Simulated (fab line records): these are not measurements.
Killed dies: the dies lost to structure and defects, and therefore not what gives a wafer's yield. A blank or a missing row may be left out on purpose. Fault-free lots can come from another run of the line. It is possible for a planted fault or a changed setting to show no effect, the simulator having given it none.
Chamber matching / flow berkeleyCmos170 / 4 sister chambers for UCB170_V1_ETCH_14 on rieDiel-04
The step etches SiO2 in CHF3/CF4/Ar, stops on Al, target depth 1250 nm, time 291 s. 14 wafers are shown with their chamber, then 7 later ones without.

== WAFERS PAIRED WITH THEIR CHAMBERS ==
wafer=L449.1; chamber=3; throttleValvePct (%)=6.84; oesProductAu (a.u.)=0.878; CHF3_flow_sccm (sccm)=44.99
wafer=L449.5; chamber=1; throttleValvePct (%)=6.84; oesProductAu (a.u.)=0.883; CHF3_flow_sccm (sccm)=45.09
wafer=L449.6; chamber=3; throttleValvePct (%)=6.84; oesProductAu (a.u.)=0.871; CHF3_flow_sccm (sccm)=45.03
wafer=L453.1; chamber=1; throttleValvePct (%)=6.85; oesProductAu (a.u.)=0.897; CHF3_flow_sccm (sccm)=44.80
wafer=L453.3; chamber=2; throttleValvePct (%)=6.83; oesProductAu (a.u.)=0.859; CHF3_flow_sccm (sccm)=45.30
wafer=L453.6; chamber=1; throttleValvePct (%)=6.84; oesProductAu (a.u.)=0.892; CHF3_flow_sccm (sccm)=44.94
wafer=L455.1; chamber=1; throttleValvePct (%)=6.84; oesProductAu (a.u.)=0.892; CHF3_flow_sccm (sccm)=44.92
wafer=L455.2; chamber=3; throttleValvePct (%)=6.85; oesProductAu (a.u.)=0.874; CHF3_flow_sccm (sccm)=44.97
wafer=L455.4; chamber=0; throttleValvePct (%)=7.05; oesProductAu (a.u.)=0.890; CHF3_flow_sccm (sccm)=45.07
wafer=L457.1; chamber=2; throttleValvePct (%)=6.84; oesProductAu (a.u.)=0.865; CHF3_flow_sccm (sccm)=45.02
wafer=L457.3; chamber=1; throttleValvePct (%)=6.83; oesProductAu (a.u.)=0.895; CHF3_flow_sccm (sccm)=44.98
wafer=L457.4; chamber=0; throttleValvePct (%)=7.07; oesProductAu (a.u.)=0.892; CHF3_flow_sccm (sccm)=45.08
wafer=L461.4; chamber=1; throttleValvePct (%)=6.85; oesProductAu (a.u.)=0.891; CHF3_flow_sccm (sccm)=44.84
wafer=L461.5; chamber=3; throttleValvePct (%)=6.85; oesProductAu (a.u.)=0.883; CHF3_flow_sccm (sccm)=45.25

SIGNATURES (means of the wafers above)
reading=throttleValvePct; chamber 0=7.0600; chamber 1=6.8417; chamber 2=6.8350; chamber 3=6.8450; scatter within a chamber=0.00796
reading=oesProductAu; chamber 0=0.89100; chamber 1=0.89167; chamber 2=0.86200; chamber 3=0.87650; scatter within a chamber=0.00465
reading=CHF3_flow_sccm; chamber 0=45.0750; chamber 1=44.9283; chamber 2=45.1600; chamber 3=45.0600; scatter within a chamber=0.119
Rule: a wafer's distance from a chamber is the root of the sum, over the readings, of the square of ((its reading less the chamber's mean) divided by the reading's scatter). If the next closest chamber is less than 2 further off than the closest, the wafer can't be placed; otherwise it belongs to the closest. The scatter: take each reading less its chamber's mean, square it, sum over the shown wafers, divide by the number of wafers less the number of chambers, and take the root.

== WAFERS WHOSE CHAMBER IS MISSING ==
wafer=L461.6; throttleValvePct (%)=7.07; oesProductAu (a.u.)=0.893; CHF3_flow_sccm (sccm)=45.10
wafer=L465.3; throttleValvePct (%)=6.85; oesProductAu (a.u.)=0.883; CHF3_flow_sccm (sccm)=45.31
wafer=L465.4; throttleValvePct (%)=6.85; oesProductAu (a.u.)=0.875; CHF3_flow_sccm (sccm)=45.06
wafer=L465.5; throttleValvePct (%)=7.07; oesProductAu (a.u.)=0.886; CHF3_flow_sccm (sccm)=45.13
wafer=L470.3; throttleValvePct (%)=6.86; oesProductAu (a.u.)=0.868; CHF3_flow_sccm (sccm)=44.86
wafer=L470.4; throttleValvePct (%)=6.86; oesProductAu (a.u.)=0.876; CHF3_flow_sccm (sccm)=44.78
wafer=L470.5; throttleValvePct (%)=6.83; oesProductAu (a.u.)=0.889; CHF3_flow_sccm (sccm)=44.85

== THE CHAMBER EACH PASSED THROUGH ==
wafer=L461.6; from the rows above=0; in truth=0
wafer=L465.3; from the rows above=can't be placed: 3 or 1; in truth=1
wafer=L465.4; from the rows above=3; in truth=3
wafer=L465.5; from the rows above=0; in truth=0
wafer=L470.3; from the rows above=can't be placed: 3 or 2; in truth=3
wafer=L470.4; from the rows above=can't be placed: 3 or 1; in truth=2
wafer=L470.5; from the rows above=1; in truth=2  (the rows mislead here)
Correct placement for 3 of the 7. Can't be placed from these rows: 3 (the true chamber is among the candidates in 2). Placed wrongly: 1.
